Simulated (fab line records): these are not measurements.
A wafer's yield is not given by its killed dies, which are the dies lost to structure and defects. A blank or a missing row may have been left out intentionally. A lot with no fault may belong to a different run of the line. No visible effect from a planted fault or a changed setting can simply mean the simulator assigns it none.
Code-filled problem report in 8D (eight disciplines) form + flow rit_cmos + the parts of the form that need people (team, actions taken, sign-off) are left out

1. WHAT WENT WRONG
Wafers free of any fault read 402 nm (standard deviation 4.9) for CONTACT_TEOS_THK at RIT_CONTACT_THK_MEAS_01, against a mean of 434 nm on 4 wafers of 2 lots. Measured from the usual mean, that is +6.5 standard deviations.
Seen first at day 5 02:25 on film_metro-02, wafer L403.3. The record holds 42 wafers of 14 lots with a number at this step. Rule for "out" (also "out of limits"): further than 4 standard deviations from the usual mean. The other wafers with a number count as sound.

2. WHAT IT IS AND WHAT IT IS NOT
| question                    | is                             | is not                                                                                             |
|-----------------------------|--------------------------------|----------------------------------------------------------------------------------------------------|
| which readings at this step | CONTACT_TEOS_THK               | -                                                                                                  |
| which lots                  | L403, L405                     | L394, L395, L396, L397, L399, L400, L401, L404, L409, L412, L413, L416                             |
| which wafers of those lots  | L403.3, L403.4, L405.1, L405.6 | L403.1, L405.5                                                                                     |
| read on which gauges        | film_metro-02                  | film_metro-01, film_metro-04                                                                       |
| when                        | from day 5 02:25               | up to then (22 sound wafers); but 16 sound wafers of L404, L405, L409, L412, L413, L416 came after |

3. WHAT RULES OUT EACH SUSPECT
Counting: any tool at a process step up to the reading remains a suspect provided it ran every lot that is out. Sound lots after the first of them don't rule it out here, since some wafers of a struck lot are sound.
- the gauge at RIT_CONTACT_THK_MEAS_01: kept. All the wafers that are out were read on film_metro-02, and no step on other tools shows them out.
- pecvd-03 at RIT_CONTACT_CVD_00 (deposits SiO2 from TEOS, target thk 400 nm, time 61 s): kept. Every lot that is out went through it, the first being L403 (day 5 02:22); the last sound lot it ran before that was L400 (day 4 12:07).
- Within pecvd-03 at RIT_CONTACT_CVD_00: the wafers that are out ran in chamber 0; their sound lot-mates ran in chamber 2.
Remaining after the count are pecvd-03 at RIT_CONTACT_CVD_00 and film_metro-02 at RIT_CONTACT_THK_MEAS_01.

4. THE CAUSE (what the simulator had put in)
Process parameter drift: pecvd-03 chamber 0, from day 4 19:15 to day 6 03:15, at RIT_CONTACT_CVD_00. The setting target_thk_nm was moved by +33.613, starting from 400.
Counting left 2 suspects, and this tool is among them.

5. THE CHAIN OF EFFECTS, in route order
Each row: a reading whose mean over the struck wafers that have a number lies more than 3 standard deviations from the usual. Only readings whose record carries a usual standard deviation are examined. hours: median over the lots of the time between each lot's start at the first step of this table that gives one and its start at this step. sigmas: the change, counted in usual standard deviations.
| hours | step                    | reading          | usual  | on struck wafers | change | sigmas |
|-------|-------------------------|------------------|--------|------------------|--------|--------|
| 0     | RIT_CONTACT_THK_MEAS_01 | CONTACT_TEOS_THK | 402 nm | 434              | +32    | +6.5   |

6. WHAT WOULD HAVE CAUGHT IT SOONER
7 hours passed between the start of the fault at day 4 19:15 and the first reading out of limits at a measuring or inspecting step in this record, taken at day 5 02:25.
No tool reading at RIT_CONTACT_CVD_00 that has a usual standard deviation in the record was out on any struck wafer, so an alarm limit of 4 standard deviations on those readings would not have fired.
Lots out: 2; of these, L405 started RIT_CONTACT_CVD_00 on pecvd-03 after day 5 02:25. A hold on the tool at that time would have spared it.
